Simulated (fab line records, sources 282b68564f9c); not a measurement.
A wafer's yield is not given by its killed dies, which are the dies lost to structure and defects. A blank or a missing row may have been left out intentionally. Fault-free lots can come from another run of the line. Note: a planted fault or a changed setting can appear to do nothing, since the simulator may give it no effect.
Which tool was responsible? :: flow rit_cmos :: 30 wafers from 10 lots sampled at 2 of the route's 202 steps

## WHAT EACH GAUGE READ, for each wafer
The record holds no reading of a measuring or inspecting step that can be judged against a usual standard deviation.

## WHAT TOOL EACH LOT RAN ON (gives the tool, then ch and the chambers of the sampled wafers, and finally the start)
lot: L755
RIT_NSD_SOFTBAKE_02: litho_track-04 ch 0, day 3 01:20
RIT_M1_PROBE_99: -

lot: L756
RIT_NSD_SOFTBAKE_02: litho_track-01 ch 0, day 3 07:57
RIT_M1_PROBE_99: -

lot: L765
RIT_NSD_SOFTBAKE_02: litho_track-01 ch 0, day 5 01:47
RIT_M1_PROBE_99: -

lot: L766
RIT_NSD_SOFTBAKE_02: litho_track-01 ch 0, day 5 05:59
RIT_M1_PROBE_99: -

lot: L767
RIT_NSD_SOFTBAKE_02: litho_track-04 ch 0, day 5 12:37
RIT_M1_PROBE_99: -

lot: L768
RIT_NSD_SOFTBAKE_02: litho_track-04 ch 0, day 5 15:41
RIT_M1_PROBE_99: prober-02, day 6 02:21

lot: L772
RIT_NSD_SOFTBAKE_02: litho_track-02 ch 0, day 6 12:08
RIT_M1_PROBE_99: -

lot: L774
RIT_NSD_SOFTBAKE_02: litho_track-02 ch 0, day 7 00:08
RIT_M1_PROBE_99: -

lot: L775
RIT_NSD_SOFTBAKE_02: litho_track-04 ch 0, day 7 03:48
RIT_M1_PROBE_99: -

lot: L776
RIT_NSD_SOFTBAKE_02: litho_track-04 ch 0, day 7 09:10
RIT_M1_PROBE_99: -
- RIT_NSD_SOFTBAKE_02: time 60 s.
- RIT_M1_PROBE_99

## WHAT THE TOOLS THEMSELVES READ (means of the sampled wafers that have a number; where no wafer has one, the mark that the record gives instead)
RIT_NSD_SOFTBAKE_02. Usual: heater_power_total_W 34.56 W, standard deviation 0.05; plate_temp_C 90.00 C, standard deviation 0.13.
lot: L755
tool: litho_track-04
heater_power_total_W (W): 34.55
plate_temp_C (C): 89.98
flag: 

lot: L756
tool: litho_track-01
heater_power_total_W (W): 34.59
plate_temp_C (C): 89.91
flag: 

lot: L765
tool: litho_track-01
heater_power_total_W (W): 27.83
plate_temp_C (C): 77.44
flag: OFF

lot: L766
tool: litho_track-01
heater_power_total_W (W): 27.83
plate_temp_C (C): 77.35
flag: OFF

lot: L767
tool: litho_track-04
heater_power_total_W (W): 34.55
plate_temp_C (C): 89.99
flag: 

lot: L768
tool: litho_track-04
heater_power_total_W (W): 34.54
plate_temp_C (C): 90.17
flag: 

lot: L772
tool: litho_track-02
heater_power_total_W (W): 34.61
plate_temp_C (C): 90.20
flag: 

lot: L774
tool: litho_track-02
heater_power_total_W (W): 34.59
plate_temp_C (C): 89.90
flag: 

lot: L775
tool: litho_track-04
heater_power_total_W (W): 34.55
plate_temp_C (C): 90.01
flag: 

lot: L776
tool: litho_track-04
heater_power_total_W (W): 34.57
plate_temp_C (C): 89.83
flag: 

RIT_M1_PROBE_99. Usual: killed_at_contacts 0.0, standard deviation 0.22; killed_at_front_end 7, standard deviation 3.1; killed_dies 7, standard deviation 3.1; killed_open 3.5, standard deviation 2.2; killed_short 3.3, standard deviation 1.9.
lot: L768
tool: prober-02
killed_at_contacts: 0.0
killed_at_front_end: 5
killed_dies: 5
killed_open: 3.0
killed_short: 2.3
flag: 

## THE ANSWER, worked out from the rows above alone
Rule: a lot is off if the mean of its wafers that have a number lies more than 3 standard deviations from the usual mean. A lot without any number at a reading at which 4 lots or more have one is off too. Where the step has rows for the other lots, those lots are counted as sound. After the gauges, taken in route order, come the tools' own readings; for these a lot's mean is taken, as printed above. At the first step where some lot is off, the reading lying furthest off is the one used; lots without a number count as furthest.
Off: L765, L766, at RIT_NSD_SOFTBAKE_02 (heater_power_total_W).
If a tool, at that step or one of the process steps before it, ran each lot that is off and ran no sound lot following the first of them, it fits. One fits: litho_track-01 at RIT_NSD_SOFTBAKE_02. A fault onset in the window from L756 (day 3 07:57, its last sound lot) to L765 (day 5 01:47, its first lot off) fits.
The tool's own readings at RIT_NSD_SOFTBAKE_02 bear it out: on the lots that are off they differ by more than 5 times the standard deviation of the sound lots' means. heater_power_total_W reads 27.83 W there against 34.57 W on the sound lots; plate_temp_C reads 77.39 C there against 90.00 C on the sound lots.

## WHAT THE SIMULATOR HAD PUT IN
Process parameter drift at RIT_NSD_SOFTBAKE_02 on litho_track-01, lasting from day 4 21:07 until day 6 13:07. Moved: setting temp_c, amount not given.
Shown lots that were struck: L765, L766. The same result came from the rule above.
